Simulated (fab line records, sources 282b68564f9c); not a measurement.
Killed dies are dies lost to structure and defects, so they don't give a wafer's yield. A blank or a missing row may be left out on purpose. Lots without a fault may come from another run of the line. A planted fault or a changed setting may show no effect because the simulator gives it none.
Which tool did it? | flow rit_cmos | 14 lots, 42 wafers sampled, at 2 steps of a route of 202

WHAT THE GAUGES READ, wafer by wafer
RIT_CONTACT_THK_MEAS_01.
lot  | measured    | on            | CONTACT_TEOS_THK (nm)
L649 | day 3 03:56 | film_metro-02 | 394 399 396
L650 | day 3 06:56 | film_metro-03 | 393 395 402
L651 | day 3 14:05 | film_metro-01 | 398 395 402
L652 | day 3 18:14 | film_metro-02 | 399 401 406
L653 | day 4 00:35 | film_metro-02 | 388 395 396
L654 | day 4 04:03 | film_metro-01 | 405 397 405
L655 | day 4 07:41 | film_metro-03 | 394 399 397
L656 | day 4 14:03 | film_metro-01 | 398 395 400
L657 | day 4 18:05 | film_metro-02 | 408 403 405
L662 | day 5 19:07 | film_metro-01 | 311 321 319
L666 | day 6 15:53 | film_metro-03 | 316 314 315
L668 | day 7 01:41 | film_metro-03 | 400 391 397
L670 | day 7 13:25 | film_metro-02 | 398 394 403
L671 | day 7 18:36 | film_metro-03 | 400 411 408

WHICH TOOL RAN EACH LOT (tool, then ch and the chambers of the sampled wafers, then the start)
lot  | RIT_CONTACT_CVD_00
L649 | pecvd-01 ch 0,1,2, day 3 03:53
L650 | pecvd-03 ch 1,2, day 3 06:52
L651 | pecvd-04 ch 0,1,2, day 3 14:02
L652 | pecvd-01 ch 0,2, day 3 18:11
L653 | pecvd-03 ch 0,1, day 4 00:32
L654 | pecvd-04 ch 0,1, day 4 03:59
L655 | pecvd-01 ch 0,1,2, day 4 07:38
L656 | pecvd-03 ch 0,1, day 4 14:00
L657 | pecvd-04 ch 0,2, day 4 18:02
L662 | pecvd-03 ch 0,1,2, day 5 19:03
L666 | pecvd-03 ch 1,2, day 6 15:50
L668 | pecvd-04 ch 1,2, day 7 01:38
L670 | pecvd-01 ch 0,1,2, day 7 13:21
L671 | pecvd-04 ch 1,2, day 7 18:33
- RIT_CONTACT_CVD_00: deposits SiO2 from TEOS, target thk 400 nm, time 61 s.

WHAT THE TOOLS THEMSELVES READ (means of the sampled wafers that have a number; where no wafer has one, the mark that the record gives instead)
RIT_CONTACT_CVD_00.
lot  | tool     | heater_power_w (W) | susceptor_temp_C (C)
L649 | pecvd-01 | 318                | 390.11
L650 | pecvd-03 | 354                | 390.05
L651 | pecvd-04 | 357                | 389.93
L652 | pecvd-01 | 331                | 389.93
L653 | pecvd-03 | 281                | 390.11
L654 | pecvd-04 | 386                | 389.84
L655 | pecvd-01 | 324                | 389.96
L656 | pecvd-03 | 288                | 389.90
L657 | pecvd-04 | 332                | 389.98
L662 | pecvd-03 | 297                | 389.96
L666 | pecvd-03 | 300                | 390.02
L668 | pecvd-04 | 326                | 389.90
L670 | pecvd-01 | 339                | 389.98
L671 | pecvd-04 | 337                | 390.12

THE ANSWER, worked out from the rows above alone
Rule: what is usual is taken from the lots themselves. Put in order of their means at a reading, lots are off if they are a third of the lots or fewer, leave a main group of 4 or more, and stand apart from it by a gap of 3 or more times the standard deviation of the main group's means; of several such gaps the widest counts. A main group whose means are all the same, to the digits that the tables above print for the reading, isn't used. A lot without any number at a reading at which 4 lots or more have one is off too. The other lots that the step has rows for count as sound. The gauges are gone through in route order, then the tools' own readings, and for those a lot's mean is taken as printed above. The first step at which some lot is off is used, and at that step the reading that is off furthest; a lot without a number counts as furthest.
Off: L662, L666, at RIT_CONTACT_THK_MEAS_01 (CONTACT_TEOS_THK). The main group: mean 399 nm, standard deviation 3.9.
A tool fits if, at a process step before that reading, it ran every lot that is off, and no sound lot after the first of them. The gauges at RIT_CONTACT_THK_MEAS_01 are tried like those tools. One fits: pecvd-03 at RIT_CONTACT_CVD_00. Its last sound lot is L656 (day 4 14:00), its first lot that is off L662 (day 5 19:03): a fault that began between those two fits.

WHAT THE SIMULATOR HAD PUT IN
Process parameter drift: pecvd-03, from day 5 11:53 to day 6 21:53, at RIT_CONTACT_CVD_00. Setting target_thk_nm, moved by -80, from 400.
Lots struck among those shown: L662, L666. The rule above found the same.
